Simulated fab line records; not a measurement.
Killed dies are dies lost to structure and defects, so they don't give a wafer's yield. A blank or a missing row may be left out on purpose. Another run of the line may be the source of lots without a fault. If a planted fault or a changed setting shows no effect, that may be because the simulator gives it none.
8D (eight disciplines) problem report, filled in by code / flow berkeleyCmos170 / the parts of the form that need people (team, actions taken, sign-off) are left out

## 1. WHAT WENT WRONG
Across 6 wafers from 2 lots, PFIELD_OVL at UCB170_PFIELD_OVL_MEAS_06 averages 258 nm, while fault-free wafers read -4 nm with a standard deviation of 5.4. Measured from the usual mean, that is +49 standard deviations.
Earliest sighting: wafer L761.1 on overlay-01 at day 6 08:59. Wafers with a number at this step in the record: 36, from 12 lots. Rule for "out", or "out of limits": more than 4 standard deviations from the usual mean. All remaining wafers that have a number are taken as sound.

## 2. WHAT IT IS, AND WHAT IT ISN'T
question=which readings at this step | is=PFIELD_OVL | is not=-
question=which lots | is=L761, L763 | is not=L750, L751, L752, L753, L756, L759, L766, L767, L770, L773
question=which wafers of those lots | is=all that have a number | is not=-
question=read on which gauges | is=overlay-01, overlay-02 | is not=-
question=when | is=from day 6 08:59 | is not=up to then (18 sound wafers); but 12 sound wafers of L766, L767, L770, L773 came after

## 3. SUSPECTS, AND WHAT RULES EACH OUT
Counting: a tool at any process step up to the reading remains a suspect when it ran all the lots that are out and ran no sound lot after the first of those.
- ruled out: the gauge at UCB170_PFIELD_OVL_MEAS_06. Those wafers that are out were read across 2 gauges (overlay-01, overlay-02).
- krfScanner-01 at UCB170_PFIELD_EXPOSE_03 (exposes mask PFIELD, target cd 1500 nm): kept. All lots that are out passed through it, beginning with L761 at day 6 07:38, and no sound lot followed; its final sound lot before that point was L753 at day 4 14:32.
Left after counting: krfScanner-01 at UCB170_PFIELD_EXPOSE_03.

## 4. THE CAUSE (what the simulator had put in)
Scanner matching overlay: krfScanner-01, from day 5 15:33 on, at UCB170_PFIELD_EXPOSE_03. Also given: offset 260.
Counting left only this tool.

## 5. THE CHAIN OF EFFECTS, in route order
Each row: a reading whose mean over the struck wafers that have a number lies more than 3 standard deviations from the usual. Readings are gone through only where the record gives a usual standard deviation; hours: the median, over the lots, of the time from a lot's start at the first step in this table giving one to that lot's start at this step; sigmas: the change measured in usual standard deviations.
hours=0; step=UCB170_PFIELD_OVL_MEAS_06; reading=PFIELD_OVL; usual=-4 nm; on struck wafers=258; change=+262; sigmas=+49
Later measuring or inspecting steps at which every struck wafer that the step has a row for has a number for every such reading, and none has moved that far: UCB170_NLDD_OVL_MEAS_07, UCB170_NSD_TW_MEAS_10.

## 6. WHAT WOULD HAVE CAUGHT IT SOONER
17 hours passed between the start of the fault at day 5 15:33 and the first reading out of limits at a measuring or inspecting step in this record, taken at day 6 08:59.
Lots out: 2; of these, L763 started UCB170_PFIELD_EXPOSE_03 on krfScanner-01 after day 6 08:59. Had the tool been put on hold then, it would have been spared.
